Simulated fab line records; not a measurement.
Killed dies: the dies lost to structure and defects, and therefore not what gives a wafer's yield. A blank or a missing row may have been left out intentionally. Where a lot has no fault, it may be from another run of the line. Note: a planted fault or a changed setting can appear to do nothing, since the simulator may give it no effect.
Struck lot and sound lot, side by side | flow ritCmos | 18 out of 202 route steps
Sound: the wafers L537.1, L537.3, L537.5. Struck: wafers L543.2, L543.3, L543.5. The cause is given at the end.
Each step with rows lists, per side, the tool, then ch with its chambers, then its first start. Under that, the readings that differ: sound wafers | struck wafers | difference of the means | sigmas: that difference in standard deviations of wafers without a fault.
alike: words and numbers the same on both sides, and readings whose means are apart by under 2 such deviations; not compared: readings that were withheld, readings missing a value for some wafer, numbers with overlapping values and no deviation given by the record, and bounds like >300 which may hide the same value.
Wherever a step has rows on one side only, a row that says differs or no value, or a row with sigmas, the two part there. Numbers that have no deviation but don't overlap get no sigmas and don't part them. Lack of a reading on every wafer of one side parts them only where that side has two or more wafers.

first, 1 step without rows for these wafers: RIT_SILICIDE_WET_ETCH_00 (etches SiO2 in BOE, target depth 14 nm, time 15 s).
RIT_SILICIDE_SPUTTER_01: material Ti, target thk 30 nm, time 240 s.
  sound on pvdSputter-01, day 5 05:29; struck on pvdSputter-04, day 6 18:34
  alike: throttleValvePct
RIT_SILICIDE_RS_MEAS_02: measures by four-point-probe.
  sound on filmMetro-01, day 5 05:38; struck on filmMetro-03, day 6 18:45
  alike: SILICIDE_TI_RS
RIT_SILICIDE_THK_MEAS_03: measures by xrf.
  sound on filmMetro-01, day 5 05:45; struck on filmMetro-03, day 6 18:52
  alike: SILICIDE_TI_THK
RIT_SILICIDE_RTA_04: time 10 s, ramp up 5 s, ramp down 5 s.
  sound on rtpAnneal-01 ch 0, day 5 05:49; struck on rtpAnneal-01 ch 0, day 6 18:55
  alike: chamberO2Ppm, wafer_temp_C_max
then, 1 step without rows for these wafers: RIT_SILICIDE_WET_ETCH_05 (etches Ti in SPM, time 120 s).
RIT_SILICIDE_RTA_06: time 10 s, ramp up 5 s, ramp down 10 s.
  sound on rtpAnneal-02 ch 0, day 5 05:58; struck on rtpAnneal-02 ch 0, day 6 19:02
  alike: chamberO2Ppm, wafer_temp_C_max
RIT_CONTACT_CVD_00: deposits SiO2 from TEOS, target thk 400 nm, time 61 s.
  sound on pecvd-03 ch 0,1,2, day 5 06:02; struck on pecvd-04 ch 2, day 6 19:05
  alike: heaterPowerW, rfFwdPowerW
RIT_CONTACT_THK_MEAS_01:
  sound on filmMetro-04, day 5 06:05; struck on filmMetro-02, day 6 19:10
  alike: CONTACT_TEOS_THK
then, 3 steps without rows for these wafers: RIT_CONTACT_HMDS_02 (prime time 60 s); RIT_CONTACT_COAT_03 (resist thk 1000 nm); RIT_CONTACT_SOFTBAKE_04 (time 60 s).
RIT_CONTACT_EXPOSE_05: exposes mask M11, target cd 1000 nm.
  sound on ilineStepper-01 ch 0, day 5 10:28; struck on ilineStepper-02 ch 0, day 6 19:41
reading                       | sound                   | struck            | difference | sigmas
model.CONTACT.overlayXNm (nm) | -0.5326 -0.5326 -0.5326 | 237.1 237.1 237.1 | +237.6     | 
  alike: mask, reticleTempC
then, 2 steps without rows for these wafers: RIT_CONTACT_PEB_06; RIT_CONTACT_DEVELOP_07 (develop time 120 s).
RIT_CONTACT_CD_MEAS_08: target cd 1000 nm.
  sound on cdSem-02, day 5 11:01; struck on cdSem-02, day 6 20:26
reading   | sound             | struck               | difference | sigmas
cdNm (nm) | 993.4 994.4 996.1 | 1003.2 1001.3 1002.7 | +7.8       | +3
RIT_CONTACT_OVL_MEAS_09:
  sound on overlay-02, day 5 11:08; struck on overlay-01, day 6 20:44
reading          | sound        | struck            | difference | sigmas
CONTACT_OVL (nm) | 0.4 -0.1 0.4 | 236.1 237.5 237.0 | +236.6     | +99 or more
  not compared: hold
RIT_M1_PROBE_99:
  sound wafers here have rows in the record (prober-01, day 5 16:43); struck ones have none

WHERE THEY PART
Earliest at RIT_CONTACT_CD_MEAS_08; latest, in this record, at RIT_M1_PROBE_99.

WHY: the cause the simulator had injected
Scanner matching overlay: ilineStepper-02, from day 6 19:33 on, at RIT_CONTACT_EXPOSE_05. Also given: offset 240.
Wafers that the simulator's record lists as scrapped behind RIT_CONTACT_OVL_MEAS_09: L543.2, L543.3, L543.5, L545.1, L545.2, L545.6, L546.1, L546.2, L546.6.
